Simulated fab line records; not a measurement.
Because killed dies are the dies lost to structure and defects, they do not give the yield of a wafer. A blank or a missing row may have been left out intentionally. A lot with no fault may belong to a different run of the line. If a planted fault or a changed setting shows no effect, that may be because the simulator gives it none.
The tool behind it: which one? || flow berkeley-cmos170 || 15 lots with 45 wafers sampled at 2 steps, on a route of 331 steps

WHAT THE GAUGES SHOWED, per wafer
UCB170_PWELL_TW_MEAS_17.
{"lot": "L497", "measured": "day 3 10:37", "on": "film-metro-03", "PWELL_TW": "386 385 385"}
{"lot": "L500", "measured": "day 3 23:10", "on": "film-metro-02", "PWELL_TW": "379 378 377"}
{"lot": "L498", "measured": "day 3 23:10", "on": "film-metro-01", "PWELL_TW": "382 381 384"}
{"lot": "L499", "measured": "day 3 23:17", "on": "film-metro-03", "PWELL_TW": "385 387 386"}
{"lot": "L501", "measured": "day 4 08:08", "on": "film-metro-01", "PWELL_TW": "384 382 384"}
{"lot": "L503", "measured": "day 5 01:51", "on": "film-metro-02", "PWELL_TW": "378 378 378"}
{"lot": "L505", "measured": "day 5 02:36", "on": "film-metro-02", "PWELL_TW": "467 468 468"}
{"lot": "L504", "measured": "day 5 02:42", "on": "film-metro-01", "PWELL_TW": "477 476 478"}
{"lot": "L507", "measured": "day 5 09:23", "on": "film-metro-03", "PWELL_TW": "382 383 383"}
{"lot": "L512", "measured": "day 6 08:17", "on": "film-metro-01", "PWELL_TW": "477 477 479"}
{"lot": "L513", "measured": "day 6 15:30", "on": "film-metro-02", "PWELL_TW": "374 374 374"}
{"lot": "L515", "measured": "day 7 02:50", "on": "film-metro-01", "PWELL_TW": "386 385 386"}
{"lot": "L516", "measured": "day 7 08:11", "on": "film-metro-02", "PWELL_TW": "374 375 375"}
{"lot": "L520", "measured": "day 8 00:02", "on": "film-metro-01", "PWELL_TW": "383 385 383"}
{"lot": "L519", "measured": "day 8 00:35", "on": "film-metro-01", "PWELL_TW": "386 383 383"}

EACH LOT AND THE TOOL THAT RAN IT (in order: tool; ch and the chambers of the sampled wafers; start)
{"lot": "L497", "UCB170_PWELL_IMPLANT_15": "implanter-01 ch 0, day 3 10:22"}
{"lot": "L500", "UCB170_PWELL_IMPLANT_15": "implanter-01 ch 0, day 3 22:57"}
{"lot": "L498", "UCB170_PWELL_IMPLANT_15": "implanter-04 ch 0, day 3 22:58"}
{"lot": "L499", "UCB170_PWELL_IMPLANT_15": "implanter-03 ch 0, day 3 23:02"}
{"lot": "L501", "UCB170_PWELL_IMPLANT_15": "implanter-03 ch 0, day 4 07:53"}
{"lot": "L503", "UCB170_PWELL_IMPLANT_15": "implanter-03 ch 0, day 5 01:38"}
{"lot": "L505", "UCB170_PWELL_IMPLANT_15": "implanter-01 ch 0, day 5 01:49"}
{"lot": "L504", "UCB170_PWELL_IMPLANT_15": "implanter-01 ch 0, day 5 02:08"}
{"lot": "L507", "UCB170_PWELL_IMPLANT_15": "implanter-01 ch 0, day 5 09:08"}
{"lot": "L512", "UCB170_PWELL_IMPLANT_15": "implanter-01 ch 0, day 6 07:38"}
{"lot": "L513", "UCB170_PWELL_IMPLANT_15": "implanter-04 ch 0, day 6 15:15"}
{"lot": "L515", "UCB170_PWELL_IMPLANT_15": "implanter-03 ch 0, day 7 02:35"}
{"lot": "L516", "UCB170_PWELL_IMPLANT_15": "implanter-01 ch 0, day 7 07:58"}
{"lot": "L520", "UCB170_PWELL_IMPLANT_15": "implanter-01 ch 0, day 7 23:47"}
{"lot": "L519", "UCB170_PWELL_IMPLANT_15": "implanter-03 ch 0, day 8 00:22"}
- UCB170_PWELL_IMPLANT_15

WHAT THE TOOLS THEMSELVES READ (means of the sampled wafers that have a number; where no wafer has one, the mark that the record gives instead)
UCB170_PWELL_IMPLANT_15.
{"lot": "L497", "tool": "implanter-01", "end-station-pressure-torr (Torr)": 5.06e-06}
{"lot": "L500", "tool": "implanter-01", "end-station-pressure-torr (Torr)": 4.82e-06}
{"lot": "L498", "tool": "implanter-04", "end-station-pressure-torr (Torr)": 4.90e-06}
{"lot": "L499", "tool": "implanter-03", "end-station-pressure-torr (Torr)": 5.11e-06}
{"lot": "L501", "tool": "implanter-03", "end-station-pressure-torr (Torr)": 5.20e-06}
{"lot": "L503", "tool": "implanter-03", "end-station-pressure-torr (Torr)": 5.27e-06}
{"lot": "L505", "tool": "implanter-01", "end-station-pressure-torr (Torr)": 5.07e-06}
{"lot": "L504", "tool": "implanter-01", "end-station-pressure-torr (Torr)": 5.00e-06}
{"lot": "L507", "tool": "implanter-01", "end-station-pressure-torr (Torr)": 4.74e-06}
{"lot": "L512", "tool": "implanter-01", "end-station-pressure-torr (Torr)": 4.83e-06}
{"lot": "L513", "tool": "implanter-04", "end-station-pressure-torr (Torr)": 5.06e-06}
{"lot": "L515", "tool": "implanter-03", "end-station-pressure-torr (Torr)": 5.26e-06}
{"lot": "L516", "tool": "implanter-01", "end-station-pressure-torr (Torr)": 5.10e-06}
{"lot": "L520", "tool": "implanter-01", "end-station-pressure-torr (Torr)": 5.01e-06}
{"lot": "L519", "tool": "implanter-03", "end-station-pressure-torr (Torr)": 5.32e-06}

THE ANSWER, worked out from the rows above alone
Rule: usual is defined by the lots themselves. Put in order of their means at a reading, lots are off if they are a third of the lots or fewer, leave a main group of 4 or more, and stand apart from it by a gap of 3 or more times the standard deviation of the main group's means; of several such gaps the widest counts. Not used: any main group whose means are identical at the precision the tables above print for the reading. Also off: a lot with no number at a reading for which 4 or more lots have one. All remaining lots with rows at the step are treated as sound. Order of review: gauges by route order, followed by the tools' own readings, for which a lot's mean as printed above is used. The first step at which some lot is off is used, and at that step the reading that is off furthest; a lot without a number counts as furthest.
Off: L505, L504, L512, seen at UCB170_PWELL_TW_MEAS_17 (PWELL_TW). For the main group the mean is 381 and the standard deviation 4.
If a tool, at a process step before that reading, ran all the lots that are off and no sound lot after the first of them, it fits. The gauges at UCB170_PWELL_TW_MEAS_17 are tried like those tools. Of those tried, none fits.

WHAT HAD BEEN PUT IN BY THE SIMULATOR
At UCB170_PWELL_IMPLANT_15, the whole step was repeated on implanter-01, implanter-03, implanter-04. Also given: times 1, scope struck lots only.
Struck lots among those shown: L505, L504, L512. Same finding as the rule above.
